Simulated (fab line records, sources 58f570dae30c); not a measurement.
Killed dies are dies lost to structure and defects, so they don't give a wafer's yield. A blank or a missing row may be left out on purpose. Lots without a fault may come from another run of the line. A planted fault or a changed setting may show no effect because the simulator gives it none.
Which tool did it? | flow berkeley_cmos170 | 14 lots, 42 wafers sampled, at 4 steps of a route of 331

WHAT THE GAUGES READ, wafer by wafer
UCB170_ACTIVE_CD_MEAS_13: target cd 1200 nm.
lot  | measured    | on        | cd_nm (nm)
L504 | day 5 00:30 | cd_sem-01 | 1198.7 1199.7 1199.8
L505 | day 5 09:01 | cd_sem-01 | 1196.8 1197.1 1197.1
L507 | day 5 16:44 | cd_sem-01 | 1198.9 1199.7 1198.9
L509 | day 6 05:10 | cd_sem-01 | 1199.3 1201.3 1201.3
L508 | day 6 05:20 | cd_sem-02 | 1197.7 1198.7 1197.0
L510 | day 6 15:58 | cd_sem-02 | 1201.1 1200.9 1199.9
L511 | day 6 23:59 | cd_sem-01 | 1196.3 1196.1 1196.5
L512 | day 7 00:05 | cd_sem-01 | 1201.5 1203.1 1203.6
L514 | day 7 16:58 | cd_sem-01 | 1200.5 1201.3 1201.0
L520 | day 8 18:47 | cd_sem-01 | 1200.5 1201.0 1202.4
L522 | day 8 23:41 | cd_sem-02 | 1200.8 1201.0 1199.7
L524 | day 9 08:26 | cd_sem-02 | 1200.9 1201.7 1201.1
L525 | day 9 08:34 | cd_sem-01 | 1200.7 1200.4 1201.2
L523 | day 9 08:51 | cd_sem-02 | 1197.9 1198.0 1198.1

UCB170_PFIELD_TW_MEAS_09.
lot  | measured    | on            | PFIELD_TW
L504 | day 5 03:20 | film_metro-04 | 601 602 602
L505 | day 5 11:07 | film_metro-02 | 601 602 602
L507 | day 5 18:29 | film_metro-02 | 598 597 599
L509 | day 6 08:23 | film_metro-02 | 599 600 601
L508 | day 6 08:49 | film_metro-04 | 594 595 594
L510 | day 6 20:45 | film_metro-04 | 593 592 592
L511 | day 7 02:13 | film_metro-02 | 749 748 749 751 746 745
L512 | day 7 02:11 | film_metro-01 | 589 589 590
L514 | day 7 19:49 | film_metro-02 | 600 599 600
L520 | day 8 21:43 | film_metro-02 | 744 748 742 745 744 741
L522 | day 9 02:10 | film_metro-04 | 601 600 599
L524 | day 9 10:32 | film_metro-04 | 595 599 596
L525 | day 9 10:44 | film_metro-02 | 601 601 600
L523 | day 9 11:01 | film_metro-01 | 595 595 593

UCB170_M1_THK_MEAS_02: measures by xrf.
lot  | measured     | on            | M1_AL_THK (nm)
L504 | day 8 12:08  | film_metro-01 | 607 613 605
L505 | day 9 01:04  | film_metro-01 | 597 594 600
L507 | day 9 04:23  | film_metro-03 | 603 602 601
L509 | day 9 15:13  | film_metro-01 | 612 591 611
L508 | day 9 14:35  | film_metro-03 | 605 599 602
L510 | day 10 03:19 | film_metro-03 | 608 613 607
L511 | day 10 03:08 | film_metro-01 | 610 605 602
L512 | day 10 01:56 | film_metro-01 | 606 606 603
L514 | day 10 20:59 | film_metro-01 | 607 604 599
L520 | day 11 22:28 | film_metro-02 | 601 596 590
L522 | day 11 23:50 | film_metro-01 | 601 603 593
L524 | day 12 15:13 | film_metro-01 | 601 602 602
L525 | day 12 16:52 | film_metro-01 | 607 609 600
L523 | day 12 15:34 | film_metro-02 | 600 599 595

WHICH TOOL RAN EACH LOT (tool, then ch and the chambers of the sampled wafers, then the start)
lot  | UCB170_PFIELD_IMPLANT_07
L504 | implanter-03 ch 0, day 5 03:05
L505 | implanter-04 ch 0, day 5 10:53
L507 | implanter-01 ch 0, day 5 18:16
L509 | implanter-01 ch 0, day 6 08:08
L508 | implanter-03 ch 0, day 6 08:25
L510 | implanter-04 ch 0, day 6 20:30
L511 | implanter-04 ch 0, day 7 01:39
L512 | implanter-01 ch 0, day 7 01:56
L514 | implanter-03 ch 0, day 7 19:36
L520 | implanter-01 ch 0, day 8 21:11
L522 | implanter-04 ch 0, day 9 01:55
L524 | implanter-04 ch 0, day 9 10:17
L525 | implanter-03 ch 0, day 9 10:31
L523 | implanter-01 ch 0, day 9 10:47
- UCB170_PFIELD_IMPLANT_07

WHAT THE TOOLS THEMSELVES READ (means of the sampled wafers that have a number; where no wafer has one, the mark that the record gives instead)
UCB170_PFIELD_IMPLANT_07.
lot  | tool         | beam_on_s (s)
L504 | implanter-03 | 9.91
L505 | implanter-04 | 10.08
L507 | implanter-01 | 10.14
L509 | implanter-01 | 9.93
L508 | implanter-03 | 9.79
L510 | implanter-04 | 9.89
L511 | implanter-04 | 9.96
L512 | implanter-01 | 10.16
L514 | implanter-03 | 9.92
L520 | implanter-01 | 10.06
L522 | implanter-04 | 10.05
L524 | implanter-04 | 9.99
L525 | implanter-03 | 10.01
L523 | implanter-01 | 9.87

THE ANSWER, worked out from the rows above alone
Rule: what is usual is taken from the lots themselves. Put in order of their means at a reading, lots are off if they are a third of the lots or fewer, leave a main group of 4 or more, and stand apart from it by a gap of 3 or more times the standard deviation of the main group's means; of several such gaps the widest counts. A main group whose means are all the same, to the digits that the tables above print for the reading, isn't used. A lot without any number at a reading at which 4 lots or more have one is off too. The other lots that the step has rows for count as sound. The gauges are gone through in route order, then the tools' own readings, and for those a lot's mean is taken as printed above. The first step at which some lot is off is used, and at that step the reading that is off furthest; a lot without a number counts as furthest.
Off: L511, L520, at UCB170_PFIELD_TW_MEAS_09 (PFIELD_TW). The main group: mean 597, standard deviation 3.8.
A tool fits if, at a process step before that reading, it ran every lot that is off, and no sound lot after the first of them. The gauges at UCB170_PFIELD_TW_MEAS_09 are tried like those tools. None of those tried fits.

WHAT THE SIMULATOR HAD PUT IN
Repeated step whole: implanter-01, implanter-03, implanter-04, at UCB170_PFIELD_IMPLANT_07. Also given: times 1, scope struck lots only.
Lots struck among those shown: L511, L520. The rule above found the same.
